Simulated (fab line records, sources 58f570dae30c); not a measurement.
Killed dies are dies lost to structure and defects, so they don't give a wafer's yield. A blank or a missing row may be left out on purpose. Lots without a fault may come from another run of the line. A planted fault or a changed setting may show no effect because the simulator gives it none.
fab line records | flow berkeley_cmos170
record lots=5 wafers=15 last_day=10
route steps=331 shown PFIELD@79 FIELD@89 SACOX@97 SCREENOX@100 NVT@104 PVT@115
lots that met no fault: from a run of the same line without faults
start_h: hours from the record's first day to the start of the lot's first wafer shown | wait_h: hours since the lot's step before | " the same as in the row above | L1.1+2: a row that stands for several wafers | - no value, or no start given | * or withheld: withheld | < > ~ a bound
route shown NAME@n: a module of which the file shows steps, and the number in the route of the first | usual: mean/standard deviation of fault-free wafers | same: alike in all rows | chamber/n: place in a boat | sites: the reading at each site | _std_site: their standard deviation | _edge_site: outer sites' mean less inner sites' | radius_mm: how far each site lies from the wafer's centre | mask NAME#n: copy n | behind: the tool/chamber that last shaped the wafer | hold: why the lot was held/for how many hours/how that ended | device: the transistor (n, p or np) that didn't switch | end of line: the same wafers' tests at the end of the route | a step without rows: its recipe alone | killed: dies lost to structure and defects at the first sort, not the wafer's yield | map: a wafer's dies, x killed, . not, _ none there
set.NAME: the setting as run; set.NAME@STEP: as run at that earlier step | model.NAME: the simulator's own value behind a step, which no gauge read
lots at some steps of the route; a table a step, a row a wafer
services: from which hour (start_h, from the record's first day; less than 0 if before it) a tool's chamber was out of use, for how many hours, and why
## steps
# step UCB170_PFIELD_HMDS_00
# recipe prime_time_s=60 prime_temp_c=100
# columns lot.wafer tool chamber start_h wait_h
L075.3+5+6 litho_track-03 0 83.12 0.1
L076.2+3+4 litho_track-03 0 89.81 0.0
L080.2+5+6 litho_track-03 0 104.71 0.3
L083.3+4+5 litho_track-03 0 126.19 0.1
L087.1+2+4 litho_track-02 0 141.30 0.0
# step UCB170_PFIELD_COAT_01
# recipe resist=KrF spin_rpm=1500 resist_thk_nm=900
# usual spin_speed_rpm=1500.0/0.88
# columns lot.wafer tool chamber start_h wait_h spin_speed_rpm
L075.3 litho_track-03 0 83.27 0.1 1499.6
L075.5 " 0 " " 1501.5
L075.6 " 0 " " 1500.8
L076.2 litho_track-03 0 89.96 0.1 1499.8
L076.3 " 0 " " 1499.1
L076.4 " 0 " " 1499.3
L080.2 litho_track-03 0 104.86 0.1 1500.8
L080.5 " 0 " " 1500.3
L080.6 " 0 " " 1500.7
L083.3 litho_track-03 0 126.34 0.1 1500.5
L083.4 " 0 " " 1499.8
L083.5 " 0 " " 1499.8
L087.1 litho_track-02 0 141.45 0.1 1499.9
L087.2 " 0 " " 1500.9
L087.4 " 0 " " 1499.7
# step UCB170_PFIELD_SOFTBAKE_02
# recipe resist=KrF temp_c=130 time_s=60
# columns lot.wafer tool chamber start_h wait_h
L075.3+5+6 litho_track-03 0 83.42 0.1
L076.2+3+4 litho_track-03 0 90.11 0.1
L080.2+5+6 litho_track-03 0 105.01 0.1
L083.3+4+5 litho_track-03 0 126.49 0.1
L087.1+2+4 litho_track-02 0 141.60 0.1
# step UCB170_PFIELD_EXPOSE_03
# recipe mask_id=PFIELD na=0.5 sigma_outer=0.6 source_shape=conventional target_cd_nm=1500 dose_mj=30
# columns lot.wafer tool chamber start_h wait_h mask
L075.3+5+6 krf_scanner-02 0 83.56 0.1 PFIELD#0
L076.2+3+4 krf_scanner-02 0 90.37 0.2 PFIELD#0
L080.2+5+6 krf_scanner-01 0 105.15 0.1 PFIELD#0
L083.3+4+5 krf_scanner-01 0 126.63 0.1 PFIELD#0
L087.1+2+4 krf_scanner-01 0 141.75 0.1 PFIELD#0
# step UCB170_PFIELD_PEB_04
# recipe peb_temp_c=130 peb_time_s=withheld resist=KrF
# columns lot.wafer tool chamber start_h wait_h
L075.3+5+6 litho_track-04 0 83.85 0.3
L076.2+3+4 litho_track-02 0 90.71 0.3
L080.2+5+6 litho_track-03 0 105.27 0.1
L083.3+4+5 litho_track-03 0 127.09 0.4
L087.1+2+4 litho_track-04 0 141.98 0.2
# step UCB170_PFIELD_DEVELOP_05
# recipe developer=TMAH develop_time_s=45 resist=KrF dev_temp_c=21
# columns lot.wafer tool chamber start_h wait_h
L075.3+5+6 litho_track-04 0 - -
L076.2+3+4 litho_track-02 0 - -
L080.2+5+6 litho_track-03 0 - -
L083.3+4+5 litho_track-03 0 - -
L087.1+2+4 litho_track-04 0 - -
# step UCB170_PFIELD_OVL_MEAS_06
# usual PFIELD_OVL=3/5.7
# columns lot.wafer tool chamber start_h wait_h PFIELD_OVL[nm]
L075.3 overlay-02 - 84.09 - -6
L075.5 " - " " -7
L075.6 " - " " -2
L076.2 overlay-01 - 90.96 - 6
L076.3 " - " " -6
L076.4 " - " " -1
L080.2 overlay-01 - 105.53 - 10
L080.5 " - " " 4
L080.6 " - " " 4
L083.3 overlay-01 - 127.33 - 9
L083.4 " - " " 13
L083.5 " - " " 6
L087.1 overlay-02 - 142.25 - 9
L087.2 " - " " 10
L087.4 " - " " 4
# step UCB170_PFIELD_IMPLANT_07
# recipe species=B dose_cm2=2e+13 energy_kev=80 tilt_deg=7
# usual beam_energy_keV=79.993/0.025 tilt_deg=6.999/0.022
# columns lot.wafer tool chamber start_h wait_h beam_energy_keV tilt_deg
L075.3 implanter-01 0 84.16 0.1 79.962 6.979
L075.5 " 0 " " 79.974 6.972
L075.6 " 0 " " 80.012 6.973
L076.2 implanter-01 0 91.02 0.0 80.025 7.003
L076.3 " 0 " " 80.001 6.987
L076.4 " 0 " " 80.010 6.998
L080.2 implanter-01 0 105.58 0.0 79.998 6.972
L080.5 " 0 " " 79.997 7.002
L080.6 " 0 " " 79.994 7.022
L083.3 implanter-04 0 127.40 0.1 79.977 6.980
L083.4 " 0 " " 79.977 6.980
L083.5 " 0 " " 80.032 7.003
L087.1 implanter-04 0 142.29 0.0 79.992 6.981
L087.2 " 0 " " 79.983 6.964
L087.4 " 0 " " 79.975 6.986
# step UCB170_PFIELD_STRIP_08
# recipe chemistry=O2 power_w=400 pressure_mtorr=3500 platen_temp_c=withheld o2_flow_sccm=400 overash_fraction=0.5
# usual drypump_motor_current_A=5.6/0.52 oes_product_au=0.735/0.0043 strip_time_to_endpoint_s=21.62/0.072
# columns lot.wafer tool chamber start_h wait_h drypump_motor_current_A oes_product_au rf_hours_counter_h strip_time_to_endpoint_s
L075.3 plasma_asher-01 1 84.29 0.1 6.1 0.738 - 21.72
L075.5 " 0 " " 5.2 0.731 - 21.67
L075.6 " 1 " " 6.1 0.737 - 21.73
L076.2 plasma_asher-01 0 91.14 0.1 5.2 0.742 37 21.67
L076.3 " 1 " " 6.1 0.740 - 21.70
L076.4 " 0 " " 5.2 0.731 - 21.69
L080.2 plasma_asher-04 0 105.71 0.1 5.7 0.739 32 21.63
L080.5 " 1 " " 4.8 0.736 - 21.65
L080.6 " 0 " " 5.8 0.739 - 21.66
L083.3 plasma_asher-02 1 127.54 0.1 5.4 0.733 - 21.69
L083.4 " 0 " " 6.3 0.741 - 21.70
L083.5 " 0 " " 6.3 0.739 - 21.65
L087.1 plasma_asher-04 1 142.44 0.1 4.8 0.740 37 21.73
L087.2 " 0 " " 5.8 0.736 37 21.71
L087.4 " 0 " " 5.8 0.727 - 21.69
# step UCB170_PFIELD_TW_MEAS_09
# usual PFIELD_TW=599/6.8
# columns lot.wafer tool chamber start_h wait_h PFIELD_TW
L075.3 film_metro-02 - 84.38 0.1 598
L075.5 " - " " 594
L075.6 " - " " 597
L076.2 film_metro-04 - 91.25 0.1 609
L076.3 " - " " 615
L076.4 " - " " 612
L080.2 film_metro-04 - 105.82 0.1 609
L080.5 " - " " 611
L080.6 " - " " 607
L083.3 film_metro-03 - 127.62 0.1 596
L083.4 " - " " 596
L083.5 " - " " 594
L087.1 film_metro-04 - 142.54 0.1 613
L087.2 " - " " 614
L087.4 " - " " 615
# step UCB170_FIELD_CLEAN_00
# recipe chemistry=dHF dilution=25:1 time_s=7.5
# columns lot.wafer tool chamber start_h wait_h
L075.3+5+6 wet_bench-04 3 84.42 0.0
L076.2+3+4 wet_bench-01 1 91.36 0.1
L080.2+5+6 wet_bench-01 2 105.87 0.0
L083.3+4+5 wet_bench-01 1 127.66 0.0
L087.1+2+4 wet_bench-01 3 142.75 0.2
# step UCB170_FIELD_OXIDATION_01
# recipe temp_c=1007 ambient=H2O p_h2o_torr=584.62 target_thk_a=5583 ox_time_s=7200
# usual zone_power_load_pct=30.7/0.77
# columns lot.wafer tool chamber start_h wait_h zone_power_load_pct
L075.3 furnace-01 0 87.01 2.6 31.8
L075.5 " 0 " " 31.2
L075.6 " 0 " " 31.3
L076.2 furnace-02 0 92.25 0.9 30.0
L076.3 " 0 " " 29.9
L076.4 " 0 " " 29.6
L080.2 furnace-01 0 108.62 2.7 31.0
L080.5 " 0 " " 31.3
L080.6 " 0 " " 31.9
L083.3 furnace-02 0 130.80 3.1 29.7
L083.4 " 0 " " 29.9
L083.5 " 0 " " 29.8
L087.1 furnace-03 0 144.13 1.4 30.4
L087.2 " 0 " " 31.0
L087.4 " 0 " " 30.7
# step UCB170_FIELD_THK_MEAS_02
# recipe reads=SiO2_of_FIELD_OXIDATION_01
# usual FIELD_OXIDE_THK=585/13
# columns lot.wafer tool chamber start_h wait_h FIELD_OXIDE_THK[nm]
L075.3 film_metro-03 - 90.03 0.0 576
L075.5 " - " " 575
L075.6 " - " " 574
L076.2 film_metro-03 - 95.26 0.0 566
L076.3 " - " " 558
L076.4 " - " " 563
L080.2 film_metro-03 - 111.63 0.0 589
L080.5 " - " " 575
L080.6 " - " " 584
L083.3 film_metro-04 - 133.82 0.0 591
L083.4 " - " " 591
L083.5 " - " " 587
L087.1 film_metro-01 - 147.13 0.0 598
L087.2 " - " " 597
L087.4 " - " " 602
# step UCB170_FIELD_ANNEAL_03
# recipe temp_c=1000 time_s=1200 ambient=N2
# usual zone_power_load_pct=29.8/0.74
# columns lot.wafer tool chamber start_h wait_h zone_power_load_pct
L075.3 furnace-03 0 92.22 2.2 29.7
L075.5 " 0 " " 30.2
L075.6 " 0 " " 30.6
L076.2 furnace-02 0 97.85 2.6 29.2
L076.3 " 0 " " 29.5
L076.4 " 0 " " 29.2
L080.2 furnace-02 0 115.54 3.9 29.2
L080.5 " 0 " " 29.3
L080.6 " 0 " " 29.1
L083.3 furnace-01 0 136.97 3.1 30.8
L083.4 " 0 " " 30.7
L083.5 " 0 " " 31.2
L087.1 furnace-02 0 151.60 4.5 29.1
L087.2 " 0 " " 29.3
L087.4 " 0 " " 29.5
# step UCB170_FIELD_WET_ETCH_04
# recipe chemistry=dHF dilution=10:1 target=SiO2 temp_c=25 time_s=60
# usual temp_c=25.01/0.11
# columns lot.wafer tool chamber start_h wait_h temp_c
L075.3 wet_bench-01 1 93.55 0.0 25.12
L075.5 " 1 " " 24.99
L075.6 " 1 " " 24.97
L076.2 wet_bench-01 3 99.19 0.0 25.14
L076.3 " 3 " " 25.09
L076.4 " 3 " " 25.11
L080.2 wet_bench-01 1 117.03 0.2 25.13
L080.5 " 1 " " 25.11
L080.6 " 1 " " 25.15
L083.3 wet_bench-01 1 138.31 0.0 25.02
L083.4 " 1 " " 24.95
L083.5 " 1 " " 25.05
L087.1 wet_bench-04 2 152.93 0.0 25.09
L087.2 " 2 " " 24.88
L087.4 " 2 " " 24.90
# step UCB170_FIELD_WET_ETCH_05
# recipe chemistry=H3PO4 target=Si3N4 temp_c=160 time_s=12600
# usual temp_c=160.01/0.14
# columns lot.wafer tool chamber start_h wait_h temp_c
L075.3 wet_bench-01 3 93.58 0.0 160.07
L075.5 " 3 " " 159.99
L075.6 " 3 " " 160.12
L076.2 wet_bench-01 0 99.21 0.0 159.99
L076.3 " 0 " " 160.34
L076.4 " 0 " " 160.18
L080.2 wet_bench-01 3 117.06 0.0 160.05
L080.5 " 3 " " 160.05
L080.6 " 3 " " 160.04
L083.3 wet_bench-01 2 138.33 0.0 159.82
L083.4 " 2 " " 159.85
L083.5 " 2 " " 159.94
L087.1 wet_bench-04 0 152.96 0.0 159.94
L087.2 " 0 " " 159.89
L087.4 " 0 " " 160.04
# step UCB170_FIELD_WET_ETCH_06
# recipe chemistry=BOE dilution=5:1 target=SiO2 temp_c=25 time_s=22
# usual temp_c=24.99/0.13
# columns lot.wafer tool chamber start_h wait_h temp_c
L075.3 wet_bench-03 3 97.08 0.0 25.00
L075.5 " 3 " " 25.05
L075.6 " 3 " " 25.03
L076.2 wet_bench-03 0 102.72 0.0 25.04
L076.3 " 0 " " 25.05
L076.4 " 0 " " 25.06
L080.2 wet_bench-03 2 120.57 0.0 25.02
L080.5 " 2 " " 24.77
L080.6 " 2 " " 24.83
L083.3 wet_bench-01 0 142.35 0.2 24.83
L083.4 " 0 " " 24.83
L083.5 " 0 " " 24.94
L087.1 wet_bench-01 2 157.19 0.1 25.09
L087.2 " 2 " " 25.15
L087.4 " 2 " " 25.03
# step UCB170_FIELD_THK_MEAS_90
# recipe reads=SiO2_of_FIELD_OXIDATION_01
# usual FIELD_OXIDE_LEFT_1_THK=469/12
# columns lot.wafer tool chamber start_h wait_h FIELD_OXIDE_LEFT_1_THK[nm]
L075.3 film_metro-04 - 97.12 0.0 460
L075.5 " - " " 459
L075.6 " - " " 458
L076.2 film_metro-03 - 102.74 0.0 449
L076.3 " - " " 440
L076.4 " - " " 445
L080.2 film_metro-03 - 120.60 0.0 474
L080.5 " - " " 460
L080.6 " - " " 469
L083.3 film_metro-03 - 142.39 0.0 473
L083.4 " - " " 474
L083.5 " - " " 471
L087.1 film_metro-04 - 157.21 0.0 482
L087.2 " - " " 481
L087.4 " - " " 487
# step UCB170_SACOX_CLEAN_00
# recipe chemistry=dHF dilution=25:1 time_s=7.5
# columns lot.wafer tool chamber start_h wait_h
L075.3+5+6 wet_bench-01 1 97.16 0.0
L076.2+3+4 wet_bench-01 1 102.79 0.0
L080.2+5+6 wet_bench-02 2 120.65 0.0
L083.3+4+5 wet_bench-02 2 142.43 0.0
L087.1+2+4 wet_bench-01 0 157.27 0.1
# step UCB170_SACOX_OXIDATION_01
# recipe temp_c=900 ambient=O2 target_thk_a=144 ox_time_s=2400
# usual zone_power_load_pct=24.8/1.8
# columns lot.wafer tool chamber start_h wait_h zone_power_load_pct
L075.3 furnace-04 0 100.64 3.5 27.1
L075.5 " 0 " " 26.8
L075.6 " 0 " " 26.9
L076.2 furnace-01 0 105.46 2.7 24.4
L076.3 " 0 " " 24.1
L076.4 " 0 " " 24.7
L080.2 furnace-04 0 124.44 3.8 27.1
L080.5 " 0 " " 26.8
L080.6 " 0 " " 26.9
L083.3 furnace-01 0 144.99 2.5 24.2
L083.4 " 0 " " 24.3
L083.5 " 0 " " 24.3
L087.1 furnace-02 0 159.78 2.5 23.0
L087.2 " 0 " " 23.1
L087.4 " 0 " " 22.9
# step UCB170_SACOX_THK_MEAS_02
# recipe reads=SiO2_of_SACOX_OXIDATION_01
# usual SACOX_OXIDE_THK=14.36/0.3
# columns lot.wafer tool chamber start_h wait_h SACOX_OXIDE_THK[nm]
L075.3 film_metro-01 - 102.33 0.0 14.64
L075.5 " - " " 14.83
L075.6 " - " " 14.65
L076.2 film_metro-02 - 107.15 0.0 13.80
L076.3 " - " " 14.09
L076.4 " - " " 13.85
L080.2 film_metro-03 - 126.12 0.0 14.85
L080.5 " - " " 14.96
L080.6 " - " " 14.69
L083.3 film_metro-01 - 146.68 0.0 14.05
L083.4 " - " " 13.80
L083.5 " - " " 14.05
L087.1 film_metro-02 - 161.45 0.0 14.17
L087.2 " - " " 13.88
L087.4 " - " " 14.14
# step UCB170_SCREENOX_WET_ETCH_00
# recipe chemistry=dHF dilution=25:1 target=SiO2 temp_c=25 time_s=200
# usual temp_c=25.01/0.12
# columns lot.wafer tool chamber start_h wait_h temp_c
L075.3 wet_bench-04 2 102.37 0.0 25.08
L075.5 " 2 " " 25.07
L075.6 " 2 " " 25.10
L076.2 wet_bench-01 1 107.21 0.0 24.90
L076.3 " 1 " " 24.88
L076.4 " 1 " " 24.97
L080.2 wet_bench-04 0 126.17 0.0 25.32
L080.5 " 0 " " 24.89
L080.6 " 0 " " 24.99
L083.3 wet_bench-01 3 146.72 0.0 25.03
L083.4 " 3 " " 25.03
L083.5 " 3 " " 25.10
L087.1 wet_bench-01 2 161.51 0.1 24.97
L087.2 " 2 " " 24.84
L087.4 " 2 " " 25.02
# step UCB170_SCREENOX_OXIDATION_01
# recipe temp_c=900 ambient=O2 target_thk_a=144 ox_time_s=2400
# usual zone_power_load_pct=24.3/1.6
# columns lot.wafer tool chamber start_h wait_h zone_power_load_pct
L075.3 furnace-04 0 105.06 2.6 26.8
L075.5 " 0 " " 27.1
L075.6 " 0 " " 27.0
L076.2 furnace-03 0 110.20 2.9 23.7
L076.3 " 0 " " 23.5
L076.4 " 0 " " 23.4
L080.2 furnace-03 0 129.22 3.0 23.4
L080.5 " 0 " " 23.5
L080.6 " 0 " " 23.9
L083.3 furnace-04 0 150.99 4.2 27.1
L083.4 " 0 " " 27.1
L083.5 " 0 " " 26.9
L087.1 furnace-03 0 166.57 5.0 23.7
L087.2 " 0 " " 23.2
L087.4 " 0 " " 23.5
# step UCB170_SCREENOX_THK_MEAS_02
# recipe reads=SiO2_of_SCREENOX_OXIDATION_01
# usual SCREENOX_OXIDE_THK=14.5/0.34
# columns lot.wafer tool chamber start_h wait_h SCREENOX_OXIDE_THK[nm]
L075.3 film_metro-04 - 106.74 0.0 14.5
L075.5 " - " " 14.7
L075.6 " - " " 15.0
L076.2 film_metro-04 - 111.88 0.0 14.7
L076.3 " - " " 14.8
L076.4 " - " " 14.5
L080.2 film_metro-01 - 130.89 0.0 14.8
L080.5 " - " " 14.8
L080.6 " - " " 14.9
L083.3 film_metro-02 - 152.68 0.0 14.4
L083.4 " - " " 14.4
L083.5 " - " " 14.4
L087.1 film_metro-04 - 168.24 0.0 14.4
L087.2 " - " " 14.3
L087.4 " - " " 14.2
# step UCB170_SCREENOX_ANNEAL_03
# recipe temp_c=900 time_s=900 ambient=N2
# usual zone_power_load_pct=25.5/1.9
# columns lot.wafer tool chamber start_h wait_h zone_power_load_pct
L075.3 furnace-04 0 109.41 2.7 26.8
L075.5 " 0 " " 26.5
L075.6 " 0 " " 26.8
L076.2 furnace-04 0 114.74 2.9 26.7
L076.3 " 0 " " 26.8
L076.4 " 0 " " 26.7
L080.2 furnace-03 0 133.47 2.6 23.7
L080.5 " 0 " " 23.5
L080.6 " 0 " " 23.5
L083.3 furnace-02 0 157.18 4.5 22.8
L083.4 " 0 " " 23.1
L083.5 " 0 " " 22.7
L087.1 furnace-04 0 170.76 2.5 26.8
L087.2 " 0 " " 26.8
L087.4 " 0 " " 27.2
# step UCB170_NVT_HMDS_00
# recipe prime_time_s=60 prime_temp_c=100
# columns lot.wafer tool chamber start_h wait_h
L075.3+5+6 litho_track-03 0 110.77 0.1
L076.2+3+4 litho_track-03 0 116.18 0.2
L080.2+5+6 litho_track-01 0 134.79 0.1
L083.3+4+5 litho_track-01 0 158.48 0.1
L087.1+2+4 litho_track-04 0 172.35 0.3
# step UCB170_NVT_COAT_01
# recipe resist=KrF spin_rpm=1500 resist_thk_nm=894.6
# usual spin_speed_rpm=1500.1/1
# columns lot.wafer tool chamber start_h wait_h spin_speed_rpm
L075.3 litho_track-03 0 110.92 0.1 1499.9
L075.5 " 0 " " 1500.1
L075.6 " 0 " " 1500.6
L076.2 litho_track-03 0 116.33 0.1 1498.6
L076.3 " 0 " " 1499.4
L076.4 " 0 " " 1499.6
L080.2 litho_track-01 0 134.94 0.1 1502.1
L080.5 " 0 " " 1500.3
L080.6 " 0 " " 1499.6
L083.3 litho_track-01 0 158.63 0.1 1502.2
L083.4 " 0 " " 1502.7
L083.5 " 0 " " 1500.1
L087.1 litho_track-04 0 172.50 0.1 1500.8
L087.2 " 0 " " 1501.3
L087.4 " 0 " " 1500.7
# step UCB170_NVT_SOFTBAKE_02
# recipe resist=KrF temp_c=130 time_s=60
# columns lot.wafer tool chamber start_h wait_h
L075.3+5+6 litho_track-03 0 111.07 0.1
L076.2+3+4 litho_track-03 0 116.48 0.1
L080.2+5+6 litho_track-01 0 135.09 0.1
L083.3+4+5 litho_track-01 0 158.78 0.1
L087.1+2+4 litho_track-04 0 172.65 0.1
# step UCB170_NVT_EXPOSE_03
# recipe mask_id=PWELL target_cd_nm=3000 na=0.5 sigma_outer=0.6 source_shape=conventional dose_mj=30
# columns lot.wafer tool chamber start_h wait_h mask
L075.3+5+6 krf_scanner-02 0 111.21 0.1 PWELL#0
L076.2+3+4 krf_scanner-02 0 116.75 0.2 PWELL#0
L080.2+5+6 krf_scanner-01 0 135.36 0.2 PWELL#0
L083.3+4+5 krf_scanner-02 0 159.05 0.2 PWELL#0
L087.1+2+4 krf_scanner-02 0 173.07 0.4 PWELL#0
# step UCB170_NVT_PEB_04
# recipe peb_temp_c=130 peb_time_s=withheld resist=KrF
# columns lot.wafer tool chamber start_h wait_h
L075.3+5+6 litho_track-01 0 111.44 0.2
L076.2+3+4 litho_track-01 0 117.14 0.4
L080.2+5+6 litho_track-01 0 135.69 0.3
L083.3+4+5 litho_track-03 0 159.23 0.2
L087.1+2+4 litho_track-03 0 173.24 0.1
# step UCB170_NVT_DEVELOP_05
# recipe developer=TMAH develop_time_s=45 resist=KrF dev_temp_c=21
# columns lot.wafer tool chamber start_h wait_h
L075.3+5+6 litho_track-01 0 - -
L076.2+3+4 litho_track-01 0 - -
L080.2+5+6 litho_track-01 0 - -
L083.3+4+5 litho_track-03 0 - -
L087.1+2+4 litho_track-03 0 - -
# step UCB170_NVT_OVL_MEAS_06
# usual NVT_OVL=-3/4.8
# columns lot.wafer tool chamber start_h wait_h NVT_OVL[nm]
L075.3 overlay-02 - 111.67 - -3
L075.5 " - " " -1
L075.6 " - " " 2
L076.2 overlay-01 - 117.40 - 1
L076.3 " - " " 3
L076.4 " - " " 2
L080.2 overlay-02 - 135.94 - 2
L080.5 " - " " 4
L080.6 " - " " 8
L083.3 overlay-01 - 159.47 - -9
L083.4 " - " " -3
L083.5 " - " " -4
L087.1 overlay-01 - 173.51 - -3
L087.2 " - " " -1
L087.4 " - " " 3
# step UCB170_NVT_IMPLANT_07
# recipe species=BF2 dose_cm2=3e+12 energy_kev=50 tilt_deg=7
# usual beam_energy_keV=49.999/0.014 tilt_deg=7.001/0.018
# columns lot.wafer tool chamber start_h wait_h beam_energy_keV tilt_deg
L075.3 implanter-03 0 111.75 0.1 50.000 7.014
L075.5 " 0 " " 50.007 6.976
L075.6 " 0 " " 50.003 7.051
L076.2 implanter-03 0 117.45 0.0 50.000 6.983
L076.3 " 0 " " 49.989 7.036
L076.4 " 0 " " 49.991 6.972
L080.2 implanter-02 0 136.00 0.0 50.013 6.963
L080.5 " 0 " " 49.997 6.999
L080.6 " 0 " " 49.990 6.986
L083.3 implanter-03 0 159.54 0.1 50.026 7.019
L083.4 " 0 " " 50.019 7.033
L083.5 " 0 " " 50.013 7.044
L087.1 implanter-03 0 173.55 0.0 49.998 7.020
L087.2 " 0 " " 49.992 7.001
L087.4 " 0 " " 50.002 7.011
# step UCB170_NVT_STRIP_08
# recipe chemistry=O2 power_w=400 pressure_mtorr=3500 platen_temp_c=withheld o2_flow_sccm=400 overash_fraction=0.5
# usual drypump_motor_current_A=5.6/0.5 oes_product_au=0.734/0.0047 strip_time_to_endpoint_s=21.50/0.06
# columns lot.wafer tool chamber start_h wait_h drypump_motor_current_A oes_product_au rf_hours_counter_h strip_time_to_endpoint_s
L075.3 plasma_asher-04 0 111.88 0.1 5.8 0.740 - 21.56
L075.5 " 1 " " 4.8 0.730 - 21.55
L075.6 " 0 " " 5.8 0.739 - 21.57
L076.2 plasma_asher-01 1 117.58 0.1 6.1 0.733 41 21.50
L076.3 " 1 " " 6.1 0.732 - 21.57
L076.4 " 0 " " 5.1 0.739 - 21.50
L080.2 plasma_asher-03 1 136.12 0.1 6.0 0.727 1 21.45
L080.5 " 1 " " 6.0 0.738 - 21.49
L080.6 " 0 " " 6.1 0.730 - 21.39
L083.3 plasma_asher-01 0 159.68 0.1 5.1 0.730 - 21.46
L083.4 " 1 " " 6.1 0.739 - 21.54
L083.5 " 0 " " 5.2 0.732 - 21.43
L087.1 plasma_asher-03 1 173.70 0.1 6.0 0.736 4 21.48
L087.2 " 0 " " 6.1 0.735 4 21.47
L087.4 " 0 " " 6.1 0.735 - 21.48
# step UCB170_NVT_TW_MEAS_09
# usual NVT_TW=524/7.6
# columns lot.wafer tool chamber start_h wait_h NVT_TW
L075.3 film_metro-03 - 111.97 0.1 521
L075.5 " - " " 519
L075.6 " - " " 520
L076.2 film_metro-02 - 117.69 0.1 521
L076.3 " - " " 516
L076.4 " - " " 515
L080.2 film_metro-04 - 136.23 0.1 537
L080.5 " - " " 536
L080.6 " - " " 538
L083.3 film_metro-03 - 159.76 0.1 523
L083.4 " - " " 517
L083.5 " - " " 517
L087.1 film_metro-03 - 173.80 0.1 518
L087.2 " - " " 518
L087.4 " - " " 520
# step UCB170_NVT_CLEAN_10
# recipe chemistry=SPM temp_c=120 time_s=600
# usual temp_c=119.97/0.13
# columns lot.wafer tool chamber start_h wait_h temp_c
L075.3 wet_bench-04 1 112.01 0.0 119.98
L075.5 " 1 " " 119.94
L075.6 " 1 " " 120.05
L076.2 wet_bench-02 0 117.74 0.0 119.80
L076.3 " 0 " " 119.81
L076.4 " 0 " " 119.71
L080.2 wet_bench-04 0 139.31 3.1 120.13
L080.5 " 0 " " 120.04
L080.6 " 0 " " 120.21
L083.3 wet_bench-02 2 159.80 0.0 119.96
L083.4 " 2 " " 119.76
L083.5 " 2 " " 119.81
L087.1 wet_bench-03 2 175.71 1.9 119.89
L087.2 " 2 " " 120.02
L087.4 " 2 " " 120.02
# step UCB170_PVT_HMDS_00
# recipe prime_time_s=60 prime_temp_c=100
# columns lot.wafer tool chamber start_h wait_h
L075.3+5+6 litho_track-01 0 112.44 0.3
L076.2+3+4 litho_track-01 0 117.94 0.0
L080.2+5+6 litho_track-01 0 139.86 0.4
L083.3+4+5 litho_track-02 0 160.05 0.1
L087.1+2+4 litho_track-01 0 176.07 0.2
# step UCB170_PVT_COAT_01
# recipe resist=KrF spin_rpm=1500 resist_thk_nm=900
# usual spin_speed_rpm=1500.0/0.97
# columns lot.wafer tool chamber start_h wait_h spin_speed_rpm
L075.3 litho_track-01 0 112.59 0.1 1500.5
L075.5 " 0 " " 1499.1
L075.6 " 0 " " 1500.3
L076.2 litho_track-01 0 118.09 0.1 1499.7
L076.3 " 0 " " 1502.0
L076.4 " 0 " " 1499.9
L080.2 litho_track-01 0 140.01 0.1 1499.3
L080.5 " 0 " " 1497.1
L080.6 " 0 " " 1501.2
L083.3 litho_track-02 0 160.20 0.1 1498.9
L083.4 " 0 " " 1499.0
L083.5 " 0 " " 1499.8
L087.1 litho_track-01 0 176.22 0.1 1501.3
L087.2 " 0 " " 1499.6
L087.4 " 0 " " 1500.9
# step UCB170_PVT_SOFTBAKE_02
# recipe resist=KrF temp_c=130 time_s=60
# columns lot.wafer tool chamber start_h wait_h
L075.3+5+6 litho_track-01 0 112.74 0.1
L076.2+3+4 litho_track-01 0 118.24 0.1
L080.2+5+6 litho_track-01 0 140.16 0.1
L083.3+4+5 litho_track-02 0 160.35 0.1
L087.1+2+4 litho_track-01 0 176.37 0.1
# step UCB170_PVT_EXPOSE_03
# recipe mask_id=NWELL target_cd_nm=3000 na=0.5 sigma_outer=0.6 source_shape=conventional dose_mj=30
# columns lot.wafer tool chamber start_h wait_h mask
L075.3+5+6 krf_scanner-01 0 112.88 0.1 NWELL#0
L076.2+3+4 krf_scanner-01 0 118.51 0.2 NWELL#0
L080.2+5+6 krf_scanner-02 0 140.43 0.2 NWELL#0
L083.3+4+5 krf_scanner-01 0 160.48 0.1 NWELL#0
L087.1+2+4 krf_scanner-01 0 176.64 0.2 NWELL#0
# step UCB170_PVT_PEB_04
# recipe peb_temp_c=130 peb_time_s=withheld resist=KrF
# columns lot.wafer tool chamber start_h wait_h
L075.3+5+6 litho_track-02 0 113.00 0.1
L076.2+3+4 litho_track-02 0 118.63 0.1
L080.2+5+6 litho_track-02 0 140.77 0.3
L083.3+4+5 litho_track-04 0 160.61 0.1
L087.1+2+4 litho_track-02 0 176.76 0.1
# step UCB170_PVT_DEVELOP_05
# recipe developer=TMAH develop_time_s=45 resist=KrF dev_temp_c=21
# columns lot.wafer tool chamber start_h wait_h
L075.3+5+6 litho_track-02 0 - -
L076.2+3+4 litho_track-02 0 - -
L080.2+5+6 litho_track-02 0 - -
L083.3+4+5 litho_track-04 0 - -
L087.1+2+4 litho_track-02 0 - -
# step UCB170_PVT_OVL_MEAS_06
# usual PVT_OVL=1/6.2
# columns lot.wafer tool chamber start_h wait_h PVT_OVL[nm]
L075.3 overlay-02 - 113.24 - 3
L075.5 " - " " 6
L075.6 " - " " -1
L076.2 overlay-01 - 118.89 - 3
L076.3 " - " " -2
L076.4 " - " " 1
L080.2 overlay-02 - 141.03 - 6
L080.5 " - " " 6
L080.6 " - " " 6
L083.3 overlay-02 - 160.85 - -8
L083.4 " - " " 4
L083.5 " - " " 0
L087.1 overlay-02 - 177.04 - 9
L087.2 " - " " -2
L087.4 " - " " -5
## services
# columns tool chamber start_h hours kind
plasma_asher-01 - 59.47 2.8 repair
furnace-04 - 61.49 3.6 pm
krf_scanner-01 - 71.07 3.6 pm
furnace-03 - 73.60 3.4 pm
furnace-04 - 73.76 3.5 pm
krf_scanner-01 - 74.62 1.3 pm
plasma_asher-02 - 87.22 0.7 repair
plasma_asher-03 - 88.67 0.8 repair
plasma_asher-02 - 95.28 6.6 repair
plasma_asher-03 - 108.80 9.0 pm
plasma_asher-03 0 108.80 9.0 vent_cycle
plasma_asher-02 - 119.59 1.4 repair
litho_track-02 - 122.38 - consumable_replace:filter
plasma_asher-03 - 123.99 1.6 repair
krf_scanner-01 - 125.14 0.8 pm
plasma_asher-01 - 130.21 3.3 repair
krf_scanner-02 - 131.95 1.1 repair
implanter-01 - 139.06 21.2 pm
implanter-02 - 146.95 15.0 repair
furnace-03 - 148.63 3.0 pm
krf_scanner-02 - 150.69 0.5 repair
plasma_asher-03 - 153.40 14.6 pm
krf_scanner-02 - 155.00 1.0 pm
plasma_asher-02 - 169.02 2.8 pm
## key
fault none
